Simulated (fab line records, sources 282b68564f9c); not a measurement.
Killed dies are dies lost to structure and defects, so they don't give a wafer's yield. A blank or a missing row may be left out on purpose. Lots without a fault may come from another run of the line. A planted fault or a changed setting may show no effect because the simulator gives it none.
fab line records | flow rit_cmos
record lots=14 wafers=42 last_day=7
route steps=202 shown NSD@139
lots that met no fault: from a run of the same line without faults
start_h: hours from the record's first day to the start of the lot's first wafer shown | wait_h: hours since the lot's step before | " the same as in the row above | L1.1+2: a row that stands for several wafers | - no value, or no start given | * or withheld: withheld | < > ~ a bound
route shown NAME@n: a module of which the file shows steps, and the number in the route of the first | usual: mean/standard deviation of fault-free wafers | same: alike in all rows | chamber/n: place in a boat | sites: the reading at each site | _std_site: their standard deviation | _edge_site: outer sites' mean less inner sites' | radius_mm: how far each site lies from the wafer's centre | mask NAME#n: copy n | behind: the tool/chamber that last shaped the wafer | hold: why the lot was held/for how many hours/how that ended | device: the transistor (n, p or np) that didn't switch | end of line: the same wafers' tests at the end of the route | a step without rows: its recipe alone | killed: dies lost to structure and defects at the first sort, not the wafer's yield | map: a wafer's dies, x killed, . not, _ none there
set.NAME: the setting as run; set.NAME@STEP: as run at that earlier step | model.NAME: the simulator's own value behind a step, which no gauge read
steps of the route over a sample of lots; a table a step, a row a wafer
services: from which hour (start_h, from the record's first day; less than 0 if before it) a tool's chamber was out of use, for how many hours, and why
## steps
# step RIT_NSD_IMPLANT_08
# recipe species=P energy_kev=25 dose_cm2=1e+15 tilt_deg=7
# usual dose_ions_cm2=1.0002e+15/1e+12 end_station_pressure_torr=7.5e-06/4.1e-07 faraday_current_uA=3133/54
# columns lot.wafer tool chamber start_h wait_h dose_ions_cm2 end_station_pressure_torr faraday_current_uA
L393.2 implanter-02 0 49.26 0.1 1.0012e+15 7.5e-06 3136
L393.4 " 0 " " 1.0003e+15 7.6e-06 3128
L393.5 " 0 " " 1.0013e+15 7.9e-06 3219
L394.1 implanter-02 0 53.32 0.1 1.0003e+15 7.6e-06 3105
L394.4 " 0 " " 9.983e+14 7.3e-06 3145
L394.6 " 0 " " 1.0012e+15 7.2e-06 3162
L395.1 implanter-03 0 64.05 0.1 1.0007e+15 7.9e-06 3183
L395.3 " 0 " " 1.0006e+15 8.2e-06 3097
L395.5 " 0 " " 1.0006e+15 8e-06 3077
L397.4 implanter-04 0 75.31 0.1 1e+15 7.3e-06 3191
L397.5 " 0 " " 1.0004e+15 7.2e-06 3167
L397.6 " 0 " " 1.0004e+15 7.6e-06 3115
L398.1 implanter-02 0 75.37 0.1 1e+15 7.6e-06 3078
L398.2 " 0 " " 1.0008e+15 7.5e-06 3192
L398.6 " 0 " " 1.0015e+15 7.6e-06 3135
L400.1 implanter-02 0 88.66 0.1 1.0004e+15 7.9e-06 3205
L400.3 " 0 " " 9.995e+14 8e-06 3038
L400.6 " 0 " " 1e+15 7.5e-06 3182
L401.2 implanter-02 0 93.63 0.1 1.001e+15 8.1e-06 3038
L401.5 " 0 " " 1.0001e+15 6.8e-06 3187
L401.6 " 0 " " 9.997e+14 7.4e-06 3081
L402.2 implanter-02 0 98.58 0.1 1.0003e+15 7.8e-06 3172
L402.3 " 0 " " 1.0012e+15 7.9e-06 3111
L402.5 " 0 " " 1.0002e+15 6.5e-06 3131
L403.4 implanter-02 0 104.42 0.1 1.0022e+15 7.5e-06 3140
L403.5 " 0 " " 1.0011e+15 6.9e-06 3074
L403.6 " 0 " " 1.0033e+15 6.6e-06 3097
L405.1 implanter-02 0 111.15 0.1 1.752e+15 8.9e-06 5374
L405.5 " 0 " " 1.7516e+15 1.01e-05 5425
L405.6 " 0 " " 1.7519e+15 9.5e-06 5602
L407.1 implanter-04 0 120.85 0.1 9.99e+14 7.2e-06 3135
L407.3 " 0 " " 9.99e+14 7e-06 3162
L407.4 " 0 " " 9.996e+14 7.3e-06 3091
L409.1 implanter-02 0 129.07 0.1 1.7527e+15 9.3e-06 5457
L409.3 " 0 " " 1.7522e+15 9.4e-06 5576
L409.4 " 0 " " 1.7548e+15 1e-05 5504
L415.1 implanter-04 0 160.10 0.1 9.997e+14 7.1e-06 3118
L415.2 " 0 " " 9.997e+14 7.1e-06 3228
L415.6 " 0 " " 9.997e+14 7.4e-06 3184
L416.2 implanter-04 0 166.29 0.1 1.0001e+15 7.3e-06 3175
L416.3 " 0 " " 9.998e+14 7.3e-06 3126
L416.4 " 0 " " 1.001e+15 7.5e-06 3194
# step RIT_NSD_TW_MEAS_10
# usual NSD_TW=3120/20
# columns lot.wafer tool chamber start_h wait_h NSD_TW
L393.2 film_metro-04 - 49.57 0.1 3137
L393.4 " - " " 3147
L393.5 " - " " 3140
L394.1 film_metro-04 - 53.65 0.1 3153
L394.4 " - " " 3146
L394.6 " - " " 3147
L395.1 film_metro-03 - 64.37 0.1 3084
L395.3 " - " " 3110
L395.5 " - " " 3093
L397.4 film_metro-02 - 75.59 0.1 3130
L397.5 " - " " 3129
L397.6 " - " " 3134
L398.1 film_metro-03 - 75.69 0.1 3095
L398.2 " - " " 3088
L398.6 " - " " 3106
L400.1 film_metro-03 - 88.98 0.1 3088
L400.3 " - " " 3079
L400.6 " - " " 3096
L401.2 film_metro-02 - 93.94 0.1 3124
L401.5 " - " " 3139
L401.6 " - " " 3116
L402.2 film_metro-03 - 98.89 0.1 3089
L402.3 " - " " 3108
L402.5 " - " " 3117
L403.4 film_metro-02 - 104.70 0.1 3124
L403.5 " - " " 3130
L403.6 " - " " 3103
L405.1 film_metro-04 - 111.47 0.1 3479
L405.5 " - " " 3461
L405.6 " - " " 3475
L407.1 film_metro-03 - 121.18 0.1 3102
L407.3 " - " " 3096
L407.4 " - " " 3098
L409.1 film_metro-04 - 129.39 0.1 3471
L409.3 " - " " 3480
L409.4 " - " " 3458
L415.1 film_metro-02 - 160.43 0.1 3103
L415.2 " - " " 3112
L415.6 " - " " 3109
L416.2 film_metro-04 - 166.60 0.1 3154
L416.3 " - " " 3149
L416.4 " - " " 3133
# step RIT_SDANNEAL_RS_MEAS_05
# recipe thk_meas_gauge=four-point-probe
# usual NSD_RS=84.60/0.29
# columns lot.wafer tool chamber start_h wait_h NSD_RS[ohm/sq]
L393.2 film_metro-04 - 51.60 0.1 84.59
L393.4 " - " " 84.51
L393.5 " - " " 84.40
L394.1 film_metro-03 - 55.80 0.1 84.02
L394.4 " - " " 84.49
L394.6 " - " " 84.42
L395.1 film_metro-03 - 66.58 0.1 84.63
L395.3 " - " " 84.87
L395.5 " - " " 84.83
L397.4 film_metro-04 - 78.00 0.1 84.48
L397.5 " - " " 84.67
L397.6 " - " " 84.56
L398.1 film_metro-03 - 78.01 0.1 84.88
L398.2 " - " " 84.87
L398.6 " - " " 84.83
L400.1 film_metro-04 - 91.03 0.1 84.69
L400.3 " - " " 84.97
L400.6 " - " " 84.73
L401.2 film_metro-02 - 96.14 0.1 84.49
L401.5 " - " " 84.72
L401.6 " - " " 84.55
L402.2 film_metro-04 - 100.93 0.1 84.96
L402.3 " - " " 84.81
L402.5 " - " " 84.74
L403.4 film_metro-03 - 106.98 0.1 84.15
L403.5 " - " " 84.27
L403.6 " - " " 84.36
L405.1 film_metro-03 - 113.80 0.1 56.39
L405.5 " - " " 56.34
L405.6 " - " " 56.45
L407.1 film_metro-02 - 123.38 0.1 84.72
L407.3 " - " " 84.96
L407.4 " - " " 85.03
L409.1 film_metro-03 - 131.60 0.1 56.21
L409.3 " - " " 56.44
L409.4 " - " " 56.51
L415.1 film_metro-02 - 162.61 0.1 83.99
L415.2 " - " " 84.52
L415.6 " - " " 84.41
L416.2 film_metro-03 - 169.13 0.1 84.28
L416.3 " - " " 84.62
L416.4 " - " " 84.57
## services
# columns tool chamber start_h hours kind
implanter-03 - 67.24 5.5 repair
implanter-04 - 72.57 1.8 repair
implanter-04 - 81.14 3.6 pm
implanter-02 - 128.18 0.7 repair
implanter-04 - 132.80 1.8 repair
## key
first_sign step=RIT_NSD_IMPLANT_08 reading=dose_ions_cm2 direction=up sigmas=99+ usual=1.0002e+15 struck=1.7525e+15
effect step=RIT_NSD_IMPLANT_08 reading=faraday_current_uA direction=up sigmas=44 usual=3133 struck=5490
effect step=RIT_NSD_TW_MEAS_10 reading=NSD_TW direction=up sigmas=18 usual=3120 struck=3471
effect step=RIT_SDANNEAL_RS_MEAS_05 reading=NSD_RS direction=down sigmas=96 usual=84.60 struck=56.39
met_at RIT_NSD_IMPLANT_08
struck_lots L405,L409
tester_left_out L405,L409
onset_between 104.42 111.15
fault kind=process_parameter_drift tool=implanter-02 chamber=- onset_h=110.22 steps=RIT_NSD_IMPLANT_08 channel=dose_cm2 offset=7.5194e+14 shape=step end_h=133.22 acts_in=these_recipes_only stated=1e+15
# tester_left_out: of these lots the tester's yield and bins aren't shown, on N5 and GAA mostly nor the transistor test; their killed dies are dies lost to structure and defects alone, not to doping, threshold or leakage, so they don't give the yield
